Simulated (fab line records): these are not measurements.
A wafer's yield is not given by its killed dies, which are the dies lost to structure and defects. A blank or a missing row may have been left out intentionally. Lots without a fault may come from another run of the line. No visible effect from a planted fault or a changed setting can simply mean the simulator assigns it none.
fab line records / flow rit_cmos
record lots=14 wafers=42 last_day=7
route steps=202 shown NLDD@112 M1@202
lots that met no fault: taken from a fault-free run of the same line
start_h: hours from the record's opening day to when the first of the lot's shown wafers began / wait_h: hours since the lot's step before / " same as the row above / L1.1+2: a single row standing in for several wafers / - no value, or no start given / * or withheld: withheld / < > ~ a bound
route shown NAME@n: names a module that has steps shown in the file, with the first one's number in the route / usual: mean/standard deviation of fault-free wafers / same: alike in all rows / chamber/n: place in a boat / sites: per-site readings / _std_site: the values' standard deviation / _edge_site: inner sites' mean taken away from outer sites' mean / radius_mm: how far each site lies from the wafer's centre / mask NAME#n: copy n / behind: the most recent tool/chamber to have shaped the wafer / hold: why the lot was held/for how many hours/how that ended / device: transistor that didn't switch, given as n, p or np / end of line: at the end of the route, the tests of the same wafers / step lacking rows: just its recipe / killed: dies lost to structure and defects at the first sort, not the wafer's yield / map: a wafer's dies, x killed, . not, _ none there
set.NAME: setting as actually run; set.NAME@STEP: the setting as run at that earlier step / model.NAME: the simulator's own value behind a step, which no gauge read
steps of the route over a sample of lots; a table a step, a row a wafer
services: a tool's chamber out of use, with start hour (start_h, from the record's first day; less than 0 if before it), hours out, and reason
## steps
# step RIT_NLDD_STRIP_09
# recipe chemistry=O2 time_s=180 resist=NOVOLAK platen_temp_c=withheld power_w=500 pressure_mtorr=4000 o2_flow_sccm=4000
# usual chamber_pressure_mTorr=4000/3.6 drypump_motor_current_A=5.6/0.46 rf_refl_power_W=7.1/1.6
lot.wafer=L163.4 tool=plasma_asher-03 chamber=1 start_h=51.28 wait_h=0.1 chamber_pressure_mTorr=3998 drypump_motor_current_A=5.5 rf_hours_counter_h=- rf_refl_power_W=9.1
lot.wafer=L163.5 tool=plasma_asher-03 chamber=0 start_h=51.28 wait_h=0.1 chamber_pressure_mTorr=3996 drypump_motor_current_A=5.6 rf_hours_counter_h=- rf_refl_power_W=9.2
lot.wafer=L163.6 tool=plasma_asher-03 chamber=1 start_h=51.28 wait_h=0.1 chamber_pressure_mTorr=4000 drypump_motor_current_A=5.5 rf_hours_counter_h=- rf_refl_power_W=9.2
lot.wafer=L164.2 tool=plasma_asher-03 chamber=1 start_h=57.35 wait_h=0.1 chamber_pressure_mTorr=4002 drypump_motor_current_A=5.5 rf_hours_counter_h=28 rf_refl_power_W=8.7
lot.wafer=L164.5 tool=plasma_asher-03 chamber=0 start_h=57.35 wait_h=0.1 chamber_pressure_mTorr=3994 drypump_motor_current_A=5.6 rf_hours_counter_h=- rf_refl_power_W=9.0
lot.wafer=L164.6 tool=plasma_asher-03 chamber=1 start_h=57.35 wait_h=0.1 chamber_pressure_mTorr=3999 drypump_motor_current_A=5.5 rf_hours_counter_h=- rf_refl_power_W=8.7
lot.wafer=L166.1 tool=plasma_asher-03 chamber=1 start_h=70.46 wait_h=0.1 chamber_pressure_mTorr=4002 drypump_motor_current_A=5.5 rf_hours_counter_h=29 rf_refl_power_W=8.8
lot.wafer=L166.2 tool=plasma_asher-03 chamber=0 start_h=70.46 wait_h=0.1 chamber_pressure_mTorr=4000 drypump_motor_current_A=5.5 rf_hours_counter_h=29 rf_refl_power_W=9.2
lot.wafer=L166.5 tool=plasma_asher-03 chamber=1 start_h=70.46 wait_h=0.1 chamber_pressure_mTorr=3997 drypump_motor_current_A=5.5 rf_hours_counter_h=- rf_refl_power_W=8.8
lot.wafer=L167.3 tool=plasma_asher-01 chamber=0 start_h=70.56 wait_h=0.1 chamber_pressure_mTorr=4003 drypump_motor_current_A=6.5 rf_hours_counter_h=- rf_refl_power_W=4.8
lot.wafer=L167.5 tool=plasma_asher-01 chamber=0 start_h=70.56 wait_h=0.1 chamber_pressure_mTorr=4002 drypump_motor_current_A=6.5 rf_hours_counter_h=- rf_refl_power_W=4.8
lot.wafer=L167.6 tool=plasma_asher-01 chamber=1 start_h=70.56 wait_h=0.1 chamber_pressure_mTorr=3996 drypump_motor_current_A=5.0 rf_hours_counter_h=- rf_refl_power_W=6.6
lot.wafer=L168.2 tool=plasma_asher-04 chamber=1 start_h=71.96 wait_h=0.1 chamber_pressure_mTorr=4003 drypump_motor_current_A=5.3 rf_hours_counter_h=44 rf_refl_power_W=5.6
lot.wafer=L168.4 tool=plasma_asher-04 chamber=0 start_h=71.96 wait_h=0.1 chamber_pressure_mTorr=4000 drypump_motor_current_A=6.0 rf_hours_counter_h=- rf_refl_power_W=6.5
lot.wafer=L168.6 tool=plasma_asher-04 chamber=0 start_h=71.96 wait_h=0.1 chamber_pressure_mTorr=4001 drypump_motor_current_A=6.0 rf_hours_counter_h=- rf_refl_power_W=6.5
lot.wafer=L169.1 tool=plasma_asher-04 chamber=1 start_h=77.08 wait_h=0.1 chamber_pressure_mTorr=3998 drypump_motor_current_A=5.3 rf_hours_counter_h=44 rf_refl_power_W=5.5
lot.wafer=L169.3 tool=plasma_asher-04 chamber=0 start_h=77.08 wait_h=0.1 chamber_pressure_mTorr=4003 drypump_motor_current_A=6.0 rf_hours_counter_h=- rf_refl_power_W=6.7
lot.wafer=L169.6 tool=plasma_asher-04 chamber=1 start_h=77.08 wait_h=0.1 chamber_pressure_mTorr=4004 drypump_motor_current_A=5.3 rf_hours_counter_h=- rf_refl_power_W=5.5
lot.wafer=L173.1 tool=plasma_asher-04 chamber=1 start_h=97.39 wait_h=0.1 chamber_pressure_mTorr=1998 drypump_motor_current_A=5.3 rf_hours_counter_h=47 rf_refl_power_W=5.6
lot.wafer=L173.4 tool=plasma_asher-04 chamber=0 start_h=97.39 wait_h=0.1 chamber_pressure_mTorr=2003 drypump_motor_current_A=6.0 rf_hours_counter_h=- rf_refl_power_W=7.1
lot.wafer=L173.5 tool=plasma_asher-04 chamber=1 start_h=97.39 wait_h=0.1 chamber_pressure_mTorr=1995 drypump_motor_current_A=5.3 rf_hours_counter_h=- rf_refl_power_W=5.6
lot.wafer=L174.1 tool=plasma_asher-03 chamber=1 start_h=103.94 wait_h=0.1 chamber_pressure_mTorr=3996 drypump_motor_current_A=5.5 rf_hours_counter_h=33 rf_refl_power_W=8.9
lot.wafer=L174.3 tool=plasma_asher-03 chamber=1 start_h=103.94 wait_h=0.1 chamber_pressure_mTorr=4000 drypump_motor_current_A=5.4 rf_hours_counter_h=- rf_refl_power_W=8.7
lot.wafer=L174.6 tool=plasma_asher-03 chamber=0 start_h=103.94 wait_h=0.1 chamber_pressure_mTorr=4001 drypump_motor_current_A=5.5 rf_hours_counter_h=- rf_refl_power_W=9.4
lot.wafer=L178.2 tool=plasma_asher-04 chamber=0 start_h=123.30 wait_h=0.1 chamber_pressure_mTorr=2002 drypump_motor_current_A=6.0 rf_hours_counter_h=50 rf_refl_power_W=6.9
lot.wafer=L178.5 tool=plasma_asher-04 chamber=1 start_h=123.30 wait_h=0.1 chamber_pressure_mTorr=2000 drypump_motor_current_A=5.3 rf_hours_counter_h=- rf_refl_power_W=5.5
lot.wafer=L178.6 tool=plasma_asher-04 chamber=0 start_h=123.30 wait_h=0.1 chamber_pressure_mTorr=2004 drypump_motor_current_A=6.0 rf_hours_counter_h=- rf_refl_power_W=7.0
lot.wafer=L179.1 tool=plasma_asher-03 chamber=1 start_h=127.55 wait_h=0.1 chamber_pressure_mTorr=4002 drypump_motor_current_A=5.5 rf_hours_counter_h=36 rf_refl_power_W=8.9
lot.wafer=L179.5 tool=plasma_asher-03 chamber=1 start_h=127.55 wait_h=0.1 chamber_pressure_mTorr=4003 drypump_motor_current_A=5.5 rf_hours_counter_h=- rf_refl_power_W=9.0
lot.wafer=L179.6 tool=plasma_asher-03 chamber=0 start_h=127.55 wait_h=0.1 chamber_pressure_mTorr=4000 drypump_motor_current_A=5.6 rf_hours_counter_h=- rf_refl_power_W=8.7
lot.wafer=L180.1 tool=plasma_asher-01 chamber=0 start_h=130.93 wait_h=0.1 chamber_pressure_mTorr=4003 drypump_motor_current_A=6.5 rf_hours_counter_h=47 rf_refl_power_W=5.0
lot.wafer=L180.2 tool=plasma_asher-01 chamber=1 start_h=130.93 wait_h=0.1 chamber_pressure_mTorr=4003 drypump_motor_current_A=5.0 rf_hours_counter_h=47 rf_refl_power_W=6.5
lot.wafer=L180.6 tool=plasma_asher-01 chamber=0 start_h=130.93 wait_h=0.1 chamber_pressure_mTorr=3998 drypump_motor_current_A=6.5 rf_hours_counter_h=- rf_refl_power_W=4.9
lot.wafer=L181.2 tool=plasma_asher-03 chamber=0 start_h=139.55 wait_h=0.1 chamber_pressure_mTorr=4003 drypump_motor_current_A=5.5 rf_hours_counter_h=37 rf_refl_power_W=9.1
lot.wafer=L181.3 tool=plasma_asher-03 chamber=0 start_h=139.55 wait_h=0.1 chamber_pressure_mTorr=3992 drypump_motor_current_A=5.5 rf_hours_counter_h=- rf_refl_power_W=8.9
lot.wafer=L181.6 tool=plasma_asher-03 chamber=0 start_h=139.55 wait_h=0.1 chamber_pressure_mTorr=4003 drypump_motor_current_A=5.5 rf_hours_counter_h=- rf_refl_power_W=9.0
lot.wafer=L182.2 tool=plasma_asher-03 chamber=0 start_h=143.20 wait_h=0.1 chamber_pressure_mTorr=4001 drypump_motor_current_A=5.5 rf_hours_counter_h=38 rf_refl_power_W=9.4
lot.wafer=L182.4 tool=plasma_asher-03 chamber=1 start_h=143.20 wait_h=0.1 chamber_pressure_mTorr=4002 drypump_motor_current_A=5.5 rf_hours_counter_h=- rf_refl_power_W=9.0
lot.wafer=L182.5 tool=plasma_asher-03 chamber=1 start_h=143.20 wait_h=0.1 chamber_pressure_mTorr=4000 drypump_motor_current_A=5.5 rf_hours_counter_h=- rf_refl_power_W=8.9
lot.wafer=L185.3 tool=plasma_asher-03 chamber=1 start_h=157.97 wait_h=0.1 chamber_pressure_mTorr=3997 drypump_motor_current_A=5.5 rf_hours_counter_h=- rf_refl_power_W=9.4
lot.wafer=L185.5 tool=plasma_asher-03 chamber=0 start_h=157.97 wait_h=0.1 chamber_pressure_mTorr=3999 drypump_motor_current_A=5.5 rf_hours_counter_h=- rf_refl_power_W=9.5
lot.wafer=L185.6 tool=plasma_asher-03 chamber=1 start_h=157.97 wait_h=0.1 chamber_pressure_mTorr=4000 drypump_motor_current_A=5.5 rf_hours_counter_h=- rf_refl_power_W=9.0
# step RIT_M1_PROBE_99
# usual killed_at_contacts=0.0/0.22 killed_at_front_end=7/3.1 killed_dies=7/3.1 killed_on_rim=1.6/1.3 killed_open=3.5/2.2 killed_short=3.3/1.9
# same gross_dies=264 killed_at_M0_to_M3=0 killed_at_M4_up=0 killed_at_back_side=0 killed_at_other=0
lot.wafer=L169.1 tool=prober-02 chamber=- start_h=93.58 wait_h=0.1 killed_at_contacts=0 killed_at_front_end=8 killed_dies=8 killed_on_rim=2 killed_open=2 killed_short=6
lot.wafer=L169.3 tool=prober-02 chamber=- start_h=93.68 wait_h=0.2 killed_at_contacts=0 killed_at_front_end=4 killed_dies=4 killed_on_rim=1 killed_open=1 killed_short=3
lot.wafer=L169.6 tool=prober-02 chamber=- start_h=93.83 wait_h=0.2 killed_at_contacts=0 killed_at_front_end=5 killed_dies=5 killed_on_rim=0 killed_open=1 killed_short=4
lot.wafer=L173.1 tool=prober-02 chamber=- start_h=113.83 wait_h=0.1 killed_at_contacts=0 killed_at_front_end=9 killed_dies=9 killed_on_rim=3 killed_open=7 killed_short=2
lot.wafer=L173.4 tool=prober-02 chamber=- start_h=113.98 wait_h=0.2 killed_at_contacts=0 killed_at_front_end=7 killed_dies=7 killed_on_rim=1 killed_open=5 killed_short=2
lot.wafer=L173.5 tool=prober-02 chamber=- start_h=114.03 wait_h=0.2 killed_at_contacts=1 killed_at_front_end=10 killed_dies=11 killed_on_rim=1 killed_open=7 killed_short=4
lot.wafer=L174.1 tool=prober-01 chamber=- start_h=119.40 wait_h=0.1 killed_at_contacts=0 killed_at_front_end=7 killed_dies=7 killed_on_rim=3 killed_open=4 killed_short=3
lot.wafer=L174.3 tool=prober-01 chamber=- start_h=119.50 wait_h=0.2 killed_at_contacts=0 killed_at_front_end=7 killed_dies=7 killed_on_rim=1 killed_open=3 killed_short=4
lot.wafer=L174.6 tool=prober-01 chamber=- start_h=119.65 wait_h=0.2 killed_at_contacts=0 killed_at_front_end=7 killed_dies=7 killed_on_rim=0 killed_open=2 killed_short=5
# killed by level:class
L169.1 FOX1:geometric_particle:short=3 REOX:geometric_particle:open=2 REOX:geometric_particle:short=2 GATE:geometric_particle:short=1
L169.3 GATE:geometric_particle:short=2 SPACER:geometric_particle:open=1 SILICIDE:geometric_particle:short=1
L169.6 GATE:geometric_particle:short=2 REOX:geometric_particle:short=2 REOX:geometric_particle:open=1
L173.1 GATE:geometric_particle:open=6 FOX1:geometric_particle:short=1 GATE:geometric_particle:short=1 SILICIDE:geometric_particle:open=1
L173.4 GATE:geometric_particle:open=3 FOX1:geometric_particle:short=1 FOX2:geometric_particle:open=1 GATE:geometric_particle:short=1 SPACER:geometric_particle:open=1
L173.5 GATE:geometric_particle:open=3 GATE:geometric_particle:short=2 SILICIDE:geometric_particle:short=2 FOX2:geometric_particle:open=1 REOX:geometric_particle:open=1 SILICIDE:geometric_particle:open=1 CONTACT:geometric_particle:open=1
L174.1 FOX1:geometric_particle:open=3 ACTIVE:geometric_particle:short=1 FOX2:geometric_particle:short=1 SPACER:geometric_particle:open=1 SILICIDE:geometric_particle:short=1
L174.3 FOX1:geometric_particle:short=2 GATE:geometric_particle:short=2 FOX1:geometric_particle:open=1 REOX:geometric_particle:open=1 SILICIDE:geometric_particle:open=1
L174.6 FOX1:geometric_particle:open=1 FOX1:geometric_particle:short=1 FOX2:geometric_particle:short=1 REOX:geometric_particle:short=1 SPACER:geometric_particle:open=1 SPACER:geometric_particle:short=1 SILICIDE:geometric_particle:short=1
## services
tool=plasma_asher-04 chamber=- start_h=99.22 hours=2.8 kind=pm
tool=plasma_asher-03 chamber=- start_h=114.53 hours=2.8 kind=pm
tool=plasma_asher-01 chamber=- start_h=140.96 hours=4.8 kind=repair
## key
first_sign step=RIT_NLDD_STRIP_09 reading=chamber_pressure_mTorr direction=down sigmas=99+ usual=4000 struck=2000
effect none on later readings
met_at RIT_NLDD_STRIP_09
struck_lots L173,L178
tester_left_out L173,L178
onset_between 77.08 97.39
fault kind=process_parameter_drift tool=plasma_asher-04 chamber=- onset_h=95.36 steps=RIT_NLDD_STRIP_09 channel=pressure_mtorr offset=-2000 shape=step end_h=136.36 acts_in=these_recipes_only stated=4000
# tester_left_out: of these lots the tester's yield and bins aren't shown, on N5 and GAA mostly nor the transistor test; their killed dies are dies lost to structure and defects alone, not to doping, threshold or leakage, so they don't give the yield
